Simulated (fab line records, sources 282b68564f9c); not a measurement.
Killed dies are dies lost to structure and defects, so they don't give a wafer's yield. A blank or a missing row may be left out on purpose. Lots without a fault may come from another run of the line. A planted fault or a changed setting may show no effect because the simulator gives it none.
Which tool did it? | flow rit_cmos | 14 lots, 42 wafers sampled, at 3 steps of a route of 202

WHAT THE GAUGES READ, wafer by wafer
RIT_PWELL_TW_MEAS_10. Usual: PWELL_TW 949, standard deviation 6.5.
lot  | measured    | on            | PWELL_TW       | flag
L507 | day 1 23:00 | film_metro-04 | 948 949 952    |
L508 | day 2 06:46 | film_metro-04 | 965 958 956    |
L509 | day 2 12:14 | film_metro-01 | 940 943 943    |
L510 | day 2 20:35 | film_metro-01 | 939 942 937    |
L511 | day 3 02:18 | film_metro-03 | 953 944 948    |
L512 | day 3 07:18 | film_metro-04 | 954 955 959    |
L513 | day 3 10:45 | film_metro-01 | 939 939 934    |
L514 | day 3 16:25 | film_metro-04 | 956 957 956    |
L515 | day 3 18:21 | film_metro-01 | 936 943 937    |
L516 | day 3 22:01 | film_metro-03 | 944 949 948    |
L517 | day 4 10:02 | film_metro-04 | 953 954 954    |
L518 | day 4 12:43 | film_metro-04 | 954 947 954    |
L526 | day 5 23:32 | film_metro-01 | 1132 1123 1121 | OFF
L530 | day 6 21:27 | film_metro-04 | 1137 1135 1135 | OFF

RIT_WELLDRIVE_RS_MEAS_02: measures by four-point-probe. Usual: PWELL_RS 430.4 ohm/sq, standard deviation 1.3.
lot  | measured    | on            | PWELL_RS (ohm/sq) | flag
L507 | day 2 04:39 | film_metro-04 | 430.3 429.8 429.1 |
L508 | day 2 13:52 | film_metro-04 | 429.5 428.9 430.1 |
L509 | day 2 20:52 | film_metro-04 | 427.6 427.6 428.2 |
L510 | day 3 03:19 | film_metro-01 | 429.9 429.8 430.5 |
L511 | day 3 09:28 | film_metro-03 | 429.5 429.8 429.0 |
L512 | day 3 13:32 | film_metro-01 | 430.9 431.0 431.3 |
L513 | day 3 17:26 | film_metro-01 | 432.3 431.1 432.4 |
L514 | day 3 23:09 | film_metro-03 | 430.6 430.4 431.8 |
L515 | day 4 02:20 | film_metro-04 | 430.2 431.8 429.8 |
L516 | day 4 07:26 | film_metro-04 | 431.0 431.1 430.4 |
L517 | day 4 15:20 | film_metro-04 | 429.9 429.4 429.8 |
L518 | day 4 18:23 | film_metro-01 | 431.1 432.0 431.4 |
L526 | day 6 05:28 | film_metro-01 | 306.3 306.1 307.6 | OFF
L530 | day 7 02:43 | film_metro-01 | 306.4 305.7 305.9 | OFF

WHICH TOOL RAN EACH LOT (tool, then ch and the chambers of the sampled wafers, then the start)
lot  | RIT_PWELL_IMPLANT_08
L507 | implanter-01 ch 0, day 1 22:41
L508 | implanter-01 ch 0, day 2 06:27
L509 | implanter-02 ch 0, day 2 11:54
L510 | implanter-02 ch 0, day 2 20:19
L511 | implanter-02 ch 0, day 3 01:59
L512 | implanter-02 ch 0, day 3 07:01
L513 | implanter-03 ch 0, day 3 10:26
L514 | implanter-03 ch 0, day 3 16:05
L515 | implanter-01 ch 0, day 3 18:02
L516 | implanter-02 ch 0, day 3 21:43
L517 | implanter-01 ch 0, day 4 09:44
L518 | implanter-01 ch 0, day 4 12:24
L526 | implanter-03 ch 0, day 5 23:13
L530 | implanter-03 ch 0, day 6 21:08
- RIT_PWELL_IMPLANT_08

WHAT THE TOOLS THEMSELVES READ (means of the sampled wafers that have a number; where no wafer has one, the mark that the record gives instead)
RIT_PWELL_IMPLANT_08. Usual: beam_on_s 9.98 s, standard deviation 0.18; dose_ions_cm2 7e+13, standard deviation 7.7e+10; faraday_current_uA 223, standard deviation 3.9.
lot  | tool         | beam_on_s (s) | dose_ions_cm2 | faraday_current_uA | flag
L507 | implanter-01 | 10.01         | 7e+13         | 222                |
L508 | implanter-01 | 10.01         | 7e+13         | 221                |
L509 | implanter-02 | 10.09         | 7e+13         | 220                |
L510 | implanter-02 | 9.88          | 7e+13         | 225                |
L511 | implanter-02 | 10.00         | 7e+13         | 222                |
L512 | implanter-02 | 9.92          | 7e+13         | 224                |
L513 | implanter-03 | 10.10         | 7e+13         | 219                |
L514 | implanter-03 | 10.06         | 7e+13         | 220                |
L515 | implanter-01 | 10.13         | 7e+13         | 220                |
L516 | implanter-02 | 10.16         | 7e+13         | 218                |
L517 | implanter-01 | 9.89          | 7e+13         | 224                |
L518 | implanter-01 | 10.11         | 7e+13         | 219                |
L526 | implanter-03 | 9.84          | 1e+14         | 393                | OFF
L530 | implanter-03 | 9.92          | 1e+14         | 389                | OFF

THE ANSWER, worked out from the rows above alone
Rule: a lot is off if the mean of its wafers that have a number lies more than 3 standard deviations from the usual mean. A lot without any number at a reading at which 4 lots or more have one is off too. The other lots that the step has rows for count as sound. The gauges are gone through in route order, then the tools' own readings, and for those a lot's mean is taken as printed above. The first step at which some lot is off is used, and at that step the reading that is off furthest; a lot without a number counts as furthest.
Off: L526, L530, at RIT_PWELL_TW_MEAS_10 (PWELL_TW).
A tool fits if, at a process step before that reading, it ran every lot that is off, and no sound lot after the first of them. The gauges at RIT_PWELL_TW_MEAS_10 aren't tried: what is off there is off at RIT_PWELL_IMPLANT_08 too, on other tools, and a gauge's error can't cause that. One fits: implanter-03 at RIT_PWELL_IMPLANT_08. Its last sound lot is L514 (day 3 16:05), its first lot that is off L526 (day 5 23:13): a fault that began between those two fits.
The tool's own readings at RIT_PWELL_IMPLANT_08 bear it out: on the lots that are off they differ by more than 5 times the standard deviation of the sound lots' means. dose_ions_cm2 reads 1e+14 there against 7e+13 on the sound lots; faraday_current_uA reads 391 there against 221 on the sound lots.

WHAT THE SIMULATOR HAD PUT IN
Process parameter drift: implanter-03, from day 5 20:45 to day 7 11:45, at RIT_PWELL_IMPLANT_08. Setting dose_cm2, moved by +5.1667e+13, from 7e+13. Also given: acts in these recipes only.
Lots struck among those shown: L526, L530. The rule above found the same.
